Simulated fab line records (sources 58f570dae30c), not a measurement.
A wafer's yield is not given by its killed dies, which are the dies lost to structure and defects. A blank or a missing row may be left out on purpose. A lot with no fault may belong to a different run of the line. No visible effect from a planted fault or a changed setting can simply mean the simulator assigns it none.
Check for tools in common	flow berkeley_cmos170	Sample size 15 lots and 54 wafers

## WHY THIS WAS OPENED
Of 15 lots, 3 have the reading PFIELD_OVL flagged at UCB170_PFIELD_OVL_MEAS_06. No-fault wafers: 0 nm, standard deviation 5.7.
Rule: flag the lot when none of its wafers has a number, or when each of its wafers that has one lies beyond 4 standard deviations from that mean. The rest of the lots are taken to be sound.

lot	measured	on	PFIELD_OVL (nm), wafer by wafer	flag
L869	day 5 06:35	overlay-02	0 -2 -3	
L868	day 5 06:50	overlay-02	-2 -1 -6	
L872	day 5 18:47	overlay-01	4 15 5	
L873	day 6 02:16	overlay-01	-1 -1 4	
L874	day 6 05:16	overlay-02	0 -6 -1	
L877	day 6 12:34	overlay-02	2 5 1	
L875	day 6 13:07	overlay-01	13 15 14	
L878	day 7 09:19	overlay-01	-2 1 0	
L881	day 7 09:58	overlay-02	-1 1 1	
L880	day 7 10:14	overlay-01	-7 -12 -2	
L883	day 7 20:03	overlay-02	0 -5 -4	
L886	day 8 12:39	overlay-02	3 5 2	
L887	day 9 03:15	overlay-01	260 261 257 259 258 257	FLAGGED
L888	day 9 08:10	overlay-01	258 251 256 258 250 253	FLAGGED
L889	day 10 01:34	overlay-02	264 264 263 261 263 262	FLAGGED
The mean of the flagged lots' numbers is 259 nm, +259 nm from the usual (+45 standard deviations).

## EACH LOT AND THE TOOL IT RAN ON
The record keeps 1 process step preceding the reading, out of 331 steps on the route. In each cell: the tool, then ch and the chambers that the sampled wafers went through, then the start.
lot	flag	UCB170_PFIELD_EXPOSE_03
L869		krf_scanner-01 ch 0, day 5 06:12
L868		krf_scanner-01 ch 0, day 5 06:27
L872		krf_scanner-01 ch 0, day 5 18:04
L873		krf_scanner-02 ch 0, day 6 01:52
L874		krf_scanner-01 ch 0, day 6 04:45
L877		krf_scanner-01 ch 0, day 6 11:30
L875		krf_scanner-02 ch 0, day 6 12:13
L878		krf_scanner-02 ch 0, day 7 08:48
L881		krf_scanner-01 ch 0, day 7 09:22
L880		krf_scanner-02 ch 0, day 7 09:37
L883		krf_scanner-02 ch 0, day 7 19:27
L886		krf_scanner-01 ch 0, day 8 12:16
L887	FLAGGED	krf_scanner-01 ch 0, day 9 02:20
L888	FLAGGED	krf_scanner-01 ch 0, day 9 07:46
L889	FLAGGED	krf_scanner-01 ch 0, day 10 00:10
These steps, and what they do:
- UCB170_PFIELD_EXPOSE_03: exposes mask PFIELD, target cd 1500 nm.
- UCB170_PFIELD_OVL_MEAS_06

## FLAGGED OVER TOTAL, TOOL BY TOOL (the gauges that took the reading come last)
step	tool	lots run	flagged	share of the flagged lots	sound lots run after its first flagged lot
UCB170_PFIELD_EXPOSE_03	krf_scanner-01	10	3	all	0
UCB170_PFIELD_EXPOSE_03	krf_scanner-02	5	0	none	-
UCB170_PFIELD_OVL_MEAS_06	overlay-01	7	2	some	0
UCB170_PFIELD_OVL_MEAS_06	overlay-02	8	1	some	0

## THE TABLE: WHAT IT ALLOWS
All flagged lots share 1 row of the table, namely krf_scanner-01 at UCB170_PFIELD_EXPOSE_03.
- krf_scanner-01 at UCB170_PFIELD_EXPOSE_03 ran 10 lots, 3 of them flagged. Last sound lot L886 at day 8 12:16, first flagged lot L887 at day 9 02:20; a fault beginning in between fits.
One tool is left: krf_scanner-01 at UCB170_PFIELD_EXPOSE_03.

## WHAT THE SIMULATOR HAD PUT IN
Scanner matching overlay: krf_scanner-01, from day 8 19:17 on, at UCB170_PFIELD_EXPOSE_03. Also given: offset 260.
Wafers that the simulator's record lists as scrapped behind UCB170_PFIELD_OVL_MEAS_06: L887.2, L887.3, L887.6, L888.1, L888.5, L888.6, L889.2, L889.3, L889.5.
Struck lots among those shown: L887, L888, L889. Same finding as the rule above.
